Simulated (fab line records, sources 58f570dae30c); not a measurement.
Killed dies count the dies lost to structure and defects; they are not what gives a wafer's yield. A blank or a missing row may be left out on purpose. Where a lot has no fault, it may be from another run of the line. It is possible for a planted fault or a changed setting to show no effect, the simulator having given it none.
Which tool was responsible?    flow berkeley cmos170    14 lots with 42 wafers sampled at 2 steps, on a route of 331 steps

== WHAT THE GAUGES SHOWED, per wafer ==
UCB170_PWELL_THK_MEAS_03. Usual: PWELL_OXIDE_THK gives 26.4 nm (standard deviation 0.53).
lot   measured     on             PWELL_OXIDE_THK (nm)  flag
L574  day 2 23:54  film metro-02  26.7 26.3 26.5        
L576  day 3 21:55  film metro-04  26.2 26.5 26.4        
L575  day 3 21:55  film metro-01  26.0 26.0 25.9        
L579  day 4 07:01  film metro-01  26.2 26.3 26.5        
L581  day 4 18:34  film metro-01  27.4 27.2 27.1        
L580  day 5 02:04  film metro-02  26.6 26.2 26.1        
L584  day 5 02:04  film metro-01  26.3 26.5 26.1        
L585  day 5 02:07  film metro-01  25.6 25.8 25.7        
L587  day 5 16:29  film metro-02  26.0 26.2 26.5        
L589  day 6 06:40  film metro-02  26.9 26.8 27.2        
L590  day 6 06:40  film metro-01  26.6 26.4 26.3        
L591  day 6 06:44  film metro-04  26.5 26.6 26.6        
L594  day 6 19:29  film metro-01  25.9 26.2 25.8        
L597  day 7 18:05  film metro-01  26.4 26.4 26.3        

== WHAT TOOL EACH LOT RAN ON (gives the tool, then ch and the chambers of the sampled wafers, and finally the start) ==
lot   UCB170_NWELL_ETCH_13
L574  rie diel-02 ch 0,1,3, day 2 13:53
L576  rie diel-02 ch 0,2,3, day 3 07:57
L575  rie diel-01 ch 1,2, day 3 08:13
L579  rie diel-01 ch 0,1,3, day 3 20:06
L581  rie diel-01 ch 0,1,2, day 4 08:52
L580  rie diel-02 ch 0,1,2, day 4 09:08
L584  rie diel-01 ch 0,2, day 4 15:22
L585  rie diel-04 ch 1,2,3, day 4 15:35
L587  rie diel-02 ch 1,2, day 5 04:08
L589  rie diel-01 ch 1,2, day 5 15:04
L590  rie diel-01 ch 0,1,3, day 5 22:55
L591  rie diel-02 ch 0,3, day 5 23:13
L594  rie diel-04 ch 0,2, day 6 10:34
L597  rie diel-01 ch 0,2,3, day 7 06:10
- UCB170_NWELL_ETCH_13: etches Si3N4 in CH3F/Ar/O2, stops on SiO2, target depth 246.4 nm, time 154 s.

== WHAT THE TOOLS THEMSELVES READ (means of the sampled wafers that have a number; where no wafer has one, the mark that the record gives instead) ==
UCB170_NWELL_ETCH_13. Usual: CH3F_flow_sccm 20.00 sccm, standard deviation 0.062; drypump motor current A 5.5 A, standard deviation 0.46; oes product au 0.936 a.u., standard deviation 0.018; throttle valve pct 8.08 %, standard deviation 0.12.
lot   tool         CH3F_flow_sccm (sccm)  drypump motor current A (A)  oes product au (a.u.)  throttle valve pct (%)  flag
L574  rie diel-02  20.00                  5.8                          0.931                  8.04                    
L576  rie diel-02  20.01                  5.7                          0.933                  8.08                    
L575  rie diel-01  19.98                  5.2                          0.942                  8.06                    
L579  rie diel-01  19.99                  5.5                          0.935                  8.05                    
L581  rie diel-01  19.99                  5.7                          0.955                  8.00                    
L580  rie diel-02  20.02                  5.7                          0.929                  8.12                    
L584  rie diel-01  19.99                  6.0                          0.975                  8.02                    
L585  rie diel-04  19.93                  5.2                          0.915                  8.07                    
L587  rie diel-02  19.97                  5.3                          0.932                  8.16                    
L589  rie diel-01  20.06                  5.5                          0.952                  8.11                    
L590  rie diel-01  20.01                  5.5                          0.938                  8.06                    
L591  rie diel-02  19.92                  5.8                          0.929                  8.02                    
L594  rie diel-04  20.03                  5.0                          0.930                  8.03                    
L597  rie diel-01  19.97                  5.8                          0.957                  8.09                    

== THE ANSWER, worked out from the rows above alone ==
Rule: a lot counts as off when the mean over its wafers that have a number is more than 3 standard deviations away from the usual mean. A lot without any number at a reading at which 4 lots or more have one is off too. Any other lot the step has rows for is counted as sound. First the gauges in route order, then the tools' own readings, where a lot's mean is used as printed above. At the first step where some lot is off, the reading lying furthest off is the one used; lots without a number count as furthest.
No lot is off at any reading shown: from this, nothing can be told.

== WHAT THE SIMULATOR HAD PUT IN ==
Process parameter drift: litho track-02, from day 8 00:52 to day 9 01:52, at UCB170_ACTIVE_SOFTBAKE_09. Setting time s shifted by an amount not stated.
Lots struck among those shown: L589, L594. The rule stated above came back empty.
